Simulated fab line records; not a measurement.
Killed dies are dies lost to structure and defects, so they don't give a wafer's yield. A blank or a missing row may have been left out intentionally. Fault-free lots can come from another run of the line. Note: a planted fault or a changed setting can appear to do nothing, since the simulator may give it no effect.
What tool caused it? :: flow ritCmos :: 14 lots with 42 wafers sampled at 2 steps, on a route of 202 steps

== WHAT THE GAUGES SHOWED, per wafer ==
No reading from a measuring or inspecting step in the record can be judged against a usual standard deviation.

== WHICH TOOL RAN EACH LOT (tool, then ch and the chambers of the sampled wafers, then the start) ==
lot: L351
RIT_GATE_STRIP_20: plasmaAsher-03 ch 0,1, day 2 21:07
RIT_M1_PROBE_99: -

lot: L352
RIT_GATE_STRIP_20: plasmaAsher-03 ch 0,1, day 3 01:01
RIT_M1_PROBE_99: -

lot: L355
RIT_GATE_STRIP_20: plasmaAsher-03 ch 0,1, day 3 15:32
RIT_M1_PROBE_99: -

lot: L356
RIT_GATE_STRIP_20: plasmaAsher-03 ch 1, day 4 02:37
RIT_M1_PROBE_99: -

lot: L358
RIT_GATE_STRIP_20: plasmaAsher-03 ch 0,1, day 4 05:39
RIT_M1_PROBE_99: -

lot: L359
RIT_GATE_STRIP_20: plasmaAsher-02 ch 0, day 4 14:35
RIT_M1_PROBE_99: -

lot: L360
RIT_GATE_STRIP_20: plasmaAsher-01 ch 0,1, day 4 20:48
RIT_M1_PROBE_99: prober-01, day 5 16:51

lot: L363
RIT_GATE_STRIP_20: plasmaAsher-03 ch 0,1, day 5 12:20
RIT_M1_PROBE_99: -

lot: L364
RIT_GATE_STRIP_20: plasmaAsher-03 ch 0,1, day 5 17:43
RIT_M1_PROBE_99: -

lot: L366
RIT_GATE_STRIP_20: plasmaAsher-02 ch 1, day 5 22:41
RIT_M1_PROBE_99: -

lot: L369
RIT_GATE_STRIP_20: plasmaAsher-01 ch 0,1, day 6 14:43
RIT_M1_PROBE_99: -

lot: L371
RIT_GATE_STRIP_20: plasmaAsher-01 ch 0,1, day 7 10:09
RIT_M1_PROBE_99: -

lot: L373
RIT_GATE_STRIP_20: plasmaAsher-02 ch 0,1, day 7 10:22
RIT_M1_PROBE_99: -

lot: L372
RIT_GATE_STRIP_20: plasmaAsher-01 ch 0,1, day 7 10:39
RIT_M1_PROBE_99: -
- RIT_GATE_STRIP_20: strips in O2, time 180 s.
- RIT_M1_PROBE_99

== AS READ BY THE TOOLS THEMSELVES (means over the sampled wafers that have a number; for cases with no such wafer, the mark the record gives instead) ==
RIT_GATE_STRIP_20.
lot: L351
tool: plasmaAsher-03
drypumpMotorCurrentA (A): 5.6
o2FlowSccm (sccm): 4011

lot: L352
tool: plasmaAsher-03
drypumpMotorCurrentA (A): 5.6
o2FlowSccm (sccm): 3991

lot: L355
tool: plasmaAsher-03
drypumpMotorCurrentA (A): 5.6
o2FlowSccm (sccm): 3999

lot: L356
tool: plasmaAsher-03
drypumpMotorCurrentA (A): 5.7
o2FlowSccm (sccm): 4013

lot: L358
tool: plasmaAsher-03
drypumpMotorCurrentA (A): 5.6
o2FlowSccm (sccm): 3999

lot: L359
tool: plasmaAsher-02
drypumpMotorCurrentA (A): 5.1
o2FlowSccm (sccm): 4000

lot: L360
tool: plasmaAsher-01
drypumpMotorCurrentA (A): 5.4
o2FlowSccm (sccm): 3999

lot: L363
tool: plasmaAsher-03
drypumpMotorCurrentA (A): 5.7
o2FlowSccm (sccm): 4280

lot: L364
tool: plasmaAsher-03
drypumpMotorCurrentA (A): 5.7
o2FlowSccm (sccm): 4270

lot: L366
tool: plasmaAsher-02
drypumpMotorCurrentA (A): 4.7
o2FlowSccm (sccm): 4016

lot: L369
tool: plasmaAsher-01
drypumpMotorCurrentA (A): 5.4
o2FlowSccm (sccm): 4019

lot: L371
tool: plasmaAsher-01
drypumpMotorCurrentA (A): 5.8
o2FlowSccm (sccm): 3995

lot: L373
tool: plasmaAsher-02
drypumpMotorCurrentA (A): 5.0
o2FlowSccm (sccm): 3999

lot: L372
tool: plasmaAsher-01
drypumpMotorCurrentA (A): 5.9
o2FlowSccm (sccm): 4000

RIT_M1_PROBE_99.
lot: L360
tool: prober-01
killedAtContacts: 0.0
killedAtFrontEnd: 6.3
killedDies: 6.3
killedOpen: 4.3
killedShort: 2.0

== THE ANSWER, worked out from the rows above alone ==
Rule: the usual values come from the lots themselves. Put in order of their means at a reading, lots are off if they are a third of the lots or fewer, leave a main group of 4 or more, and stand apart from it by a gap of 3 or more times the standard deviation of the main group's means; of several such gaps the widest counts. A main group is skipped when, at the precision printed for the reading in the tables above, its means are all equal. Also off: a lot with no number at a reading for which 4 or more lots have one. The other lots that the step has rows for count as sound. Order of review: gauges by route order, followed by the tools' own readings, for which a lot's mean as printed above is used. The first step at which some lot is off is used, and at that step the reading that is off furthest; a lot without a number counts as furthest.
Off: L363, L364, at RIT_GATE_STRIP_20 (o2FlowSccm). The main group: mean 4003 sccm, standard deviation 8.5.
If a tool, at that step or one of the process steps before it, ran each lot that is off and ran no sound lot following the first of them, it fits. One fits: plasmaAsher-03 at RIT_GATE_STRIP_20. A fault onset in the window from L358 (day 4 05:39, its last sound lot) to L363 (day 5 12:20, its first lot off) fits.
On the lots that are off, the tool's own readings at RIT_GATE_STRIP_20 differ by more than 5 times the standard deviation of the sound lots' means, which bears it out; o2FlowSccm reads 4275 sccm there versus 4003 sccm on the sound lots.

== WHAT WAS PUT IN BY THE SIMULATOR ==
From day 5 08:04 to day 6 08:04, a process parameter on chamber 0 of plasmaAsher-03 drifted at RIT_GATE_STRIP_20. Setting o2FlowSccm shifted by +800 from 4000. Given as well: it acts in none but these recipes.
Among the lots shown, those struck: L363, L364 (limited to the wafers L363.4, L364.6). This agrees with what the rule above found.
